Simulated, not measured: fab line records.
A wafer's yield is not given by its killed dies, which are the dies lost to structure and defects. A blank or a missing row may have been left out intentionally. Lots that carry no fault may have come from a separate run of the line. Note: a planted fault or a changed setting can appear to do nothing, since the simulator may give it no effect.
Which of the tools did it? + flow ritCmos + 7 lots (21 wafers sampled), 1 step of a 202-step route

== WHAT EACH GAUGE READ, for each wafer ==
RIT_FOX1_THK_MEAS_01.
| lot  | measured    | on           | FOX1_OXIDE_THK (nm) |
|------|-------------|--------------|---------------------|
| L804 | day 1 21:49 | filmMetro-03 | 350 348 346         |
| L806 | day 2 08:29 | filmMetro-02 | 354 349 355         |
| L808 | day 2 18:00 | filmMetro-04 | 358 361 356         |
| L811 | day 3 09:35 | filmMetro-04 | 354 351 348         |
| L817 | day 4 19:16 | filmMetro-03 | 350 349 347         |
| L819 | day 5 01:40 | filmMetro-04 | 357 353 354         |
| L825 | day 6 08:11 | filmMetro-03 | 346 351 345         |

== WHAT TOOL EACH LOT RAN ON (gives the tool, then ch and the chambers of the sampled wafers, and finally the start) ==
No process step before these readings appears in the record.

== THE ANSWER, worked out from the rows above alone ==
Rule: the usual values come from the lots themselves. The widest of any qualifying gaps counts: lots, ordered by their means at a reading, are off when they make up no more than a third of the lots, leave a main group of 4 or more, and stand apart from it by 3 or more times the standard deviation of that group's means. The tables above print the reading to a certain number of digits; a main group whose means all agree to those digits is not used. A lot without any number at a reading at which 4 lots or more have one is off too. Where the step has rows for the other lots, those lots are counted as sound.
No lot is off at any reading shown: from this, nothing can be told.

== WHAT THE SIMULATOR HAD PUT IN ==
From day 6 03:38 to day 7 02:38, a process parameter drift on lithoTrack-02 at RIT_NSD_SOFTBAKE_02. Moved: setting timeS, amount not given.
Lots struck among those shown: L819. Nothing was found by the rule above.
